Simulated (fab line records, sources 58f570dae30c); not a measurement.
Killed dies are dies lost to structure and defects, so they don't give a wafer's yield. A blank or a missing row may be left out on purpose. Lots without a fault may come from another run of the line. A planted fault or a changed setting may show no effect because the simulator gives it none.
Split-lot experiment | flow berkeley_cmos170 | 5 lots, 27 wafers read, on a route of 331 steps

THE SPLIT
At UCB170_ACTIVE_DEVELOP_12 (develop time 45 s), the setting develop_time_s was moved away from the recipe's 45 s on 12 of the 27 wafers read, by -57.3% to +51.0%. The other wafers ran this setting at the recipe's value.

FROM THE SPLIT TO THE READING: what the file shows between them, 3 steps
- UCB170_ACTIVE_CD_MEAS_13: target cd 1200 nm
- UCB170_ACTIVE_ETCH_15: etches Si3N4 in CH3F/Ar/O2, stops on SiO2, target depth 242 nm, time 151 s
- UCB170_ACTIVE_STRIP_16: strips in O2

THE READING
cd_nm, in nm, at UCB170_ACTIVE_CD_MEAS_90 (target cd 1200 nm). Fault-free wafers of this fab line usually give 1199.8 nm, standard deviation 1.2 nm.

wafer  | tool, chamber at the split | develop_time_s as run, s | against the recipe | cd_nm, nm | against lot-mates on the recipe
L077.1 | litho_track-04, 0          | 45                       | recipe             | 1199.2    | -
L077.2 | litho_track-04, 0          | 45                       | recipe             | 1198.6    | -
L077.3 | litho_track-04, 0          | 19.22                    | -57.3%             | 1205.0    | +6.1
L077.4 | litho_track-04, 0          | 45                       | recipe             | 1198.9    | -
L077.5 | litho_track-04, 0          | 19.22                    | -57.3%             | 1205.7    | +6.8
L077.6 | litho_track-04, 0          | 19.22                    | -57.3%             | 1205.8    | +6.9
L079.1 | litho_track-03, 0          | 45                       | recipe             | 1198.8    | -
L079.2 | litho_track-03, 0          | 45                       | recipe             | 1197.9    | -
L079.3 | litho_track-03, 0          | 67.94                    | +51.0%             | 1197.0    | -1.7
L079.4 | litho_track-03, 0          | 67.94                    | +51.0%             | 1195.8    | -2.9
L079.5 | litho_track-03, 0          | 67.94                    | +51.0%             | 1196.5    | -2.2
L079.6 | litho_track-03, 0          | 45                       | recipe             | 1199.5    | -
L081.1 | litho_track-04, 0          | 45                       | recipe             | 1200.7    | -
L081.2 | litho_track-04, 0          | 36.05                    | -19.9%             | 1200.3    | +0.2
L081.3 | litho_track-04, 0          | 45                       | recipe             | 1200.7    | -
L081.4 | litho_track-04, 0          | 45                       | recipe             | 1199.0    | -
L081.5 | litho_track-04, 0          | 36.05                    | -19.9%             | 1201.1    | +1.0
L081.6 | litho_track-04, 0          | 36.05                    | -19.9%             | 1201.0    | +0.9
L084.1 | litho_track-04, 0          | 45                       | recipe             | 1200.4    | -
L084.2 | litho_track-04, 0          | 28.85                    | -35.9%             | 1203.5    | +2.9
L084.3 | litho_track-04, 0          | 45                       | recipe             | 1201.1    | -
L084.4 | litho_track-04, 0          | 45                       | recipe             | 1200.3    | -
L084.5 | litho_track-04, 0          | 28.85                    | -35.9%             | 1203.8    | +3.2
L084.6 | litho_track-04, 0          | 28.85                    | -35.9%             | 1203.6    | +3.0
L085.2 | litho_track-02, 0          | 45                       | recipe             | 1200.2    | -
L085.4 | litho_track-02, 0          | 45                       | recipe             | 1201.5    | -
L085.5 | litho_track-02, 0          | 45                       | recipe             | 1200.5    | -

THE FIT
A straight line over all 27 wafers: cd_nm changes by -0.0849 nm for each +1% of develop_time_s; r = -0.93; the points scatter about the line by 0.97 nm.
The same after taking each lot's own level away (the mean of its wafers on the recipe; 27 wafers): -0.0788 nm for each +1%; r = -0.91; scatter 1 nm.
On that fit, the largest move of develop_time_s shifts the reading by 4.5 nm.
The lots' own levels span 1198.73 to 1200.73 nm, that is 1.7 times the standard deviation above.
So the lot-to-lot level changes the slope little: the two slopes agree.
Check: with one of the wafers moved furthest among these (-57.3%) left out of the fit, the line predicts +4.63 nm for it against its lot-mates. It came out at +6.1 nm against them.

OTHER SPLITS ON THESE WAFERS
These wafers also went through other splits before the reading. Each is held against what the fit with the lots' levels taken away leaves over:
other split on the same wafers      | wafers away from the commonest value | r with cd_nm (lot level and that fit taken away)
UCB170_START_OXIDATION_02 ox_time_s | 18                                   | -0.37

THE WHOLE CHAIN: every reading that the file lists as answering this split, in the file's order
step                     | what it does                                                               | reading                                                       | change (the file's fit)                | r (the file's)
UCB170_ACTIVE_CD_MEAS_13 | target cd 1200 nm                                                          | cd_nm                                                         | -0.0845 nm for each +1% of the setting | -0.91
UCB170_ACTIVE_ETCH_15    | etches Si3N4 in CH3F/Ar/O2, stops on SiO2, target depth 242 nm, time 151 s | ACTIVE.cd_nm (the simulator's own value, which no gauge read) | -0.0825 nm for each +1% of the setting | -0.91
UCB170_ACTIVE_CD_MEAS_90 | target cd 1200 nm                                                          | cd_nm                                                         | -0.0817 nm for each +1% of the setting | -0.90

THE FILE'S OWN FIT
cd_nm changes by -0.0817 nm for each +1% of develop_time_s, r = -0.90.
